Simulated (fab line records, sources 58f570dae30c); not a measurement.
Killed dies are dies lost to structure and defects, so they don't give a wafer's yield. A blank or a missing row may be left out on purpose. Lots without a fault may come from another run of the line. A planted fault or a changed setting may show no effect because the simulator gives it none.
Chamber matching | flow berkeley_cmos170 | UCB170_M2_ETCH_17 on rie_diel-02: 4 sister chambers
The step etches BARC in N2/H2. 4 wafers are shown with their chamber, then 7 later ones without.

WAFERS WITH THEIR CHAMBER
wafer  | chamber | drypump_motor_current_A (A)
L837.4 | 3       | 5.86
L843.6 | 2       | 5.64
L848.1 | 1       | 5.88
L848.2 | 0       | 5.65

WAFERS WITHOUT THEIR CHAMBER
wafer  | drypump_motor_current_A (A)
L848.6 | 5.66
L852.1 | 5.65
L852.4 | 5.64
L852.5 | 5.65
L855.1 | 5.96
L855.3 | 5.89
L855.6 | 5.67

WHICH CHAMBER EACH WENT THROUGH
wafer  | from the rows above     | in truth
L848.6 | can't be placed: 0 or 2 | 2
L852.1 | can't be placed: 0 or 2 | 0
L852.4 | can't be placed: 2 or 0 | 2
L852.5 | can't be placed: 0 or 2 | 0
L855.1 | can't be placed: 1 or 3 | 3
L855.3 | can't be placed: 1 or 3 | 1
L855.6 | can't be placed: 0 or 2 | 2
Placed correctly: 0 of 7. Can't be placed from these rows: 7 (the true chamber is among the candidates in 7). Placed wrongly: 0.
How it was worked out, from the rows above alone: a wafer's distance from a chamber is the root of the sum, over the readings, of the square of ((its reading less the chamber's mean) divided by the reading's scatter). The wafer belongs to the nearest chamber; if the next one is less than 2 further off, it can't be placed. A chamber's mean is the mean of its shown wafers. The scatter: with one shown wafer a chamber, the root of the mean of the squares of how far each hidden wafer lies from its nearest shown one.
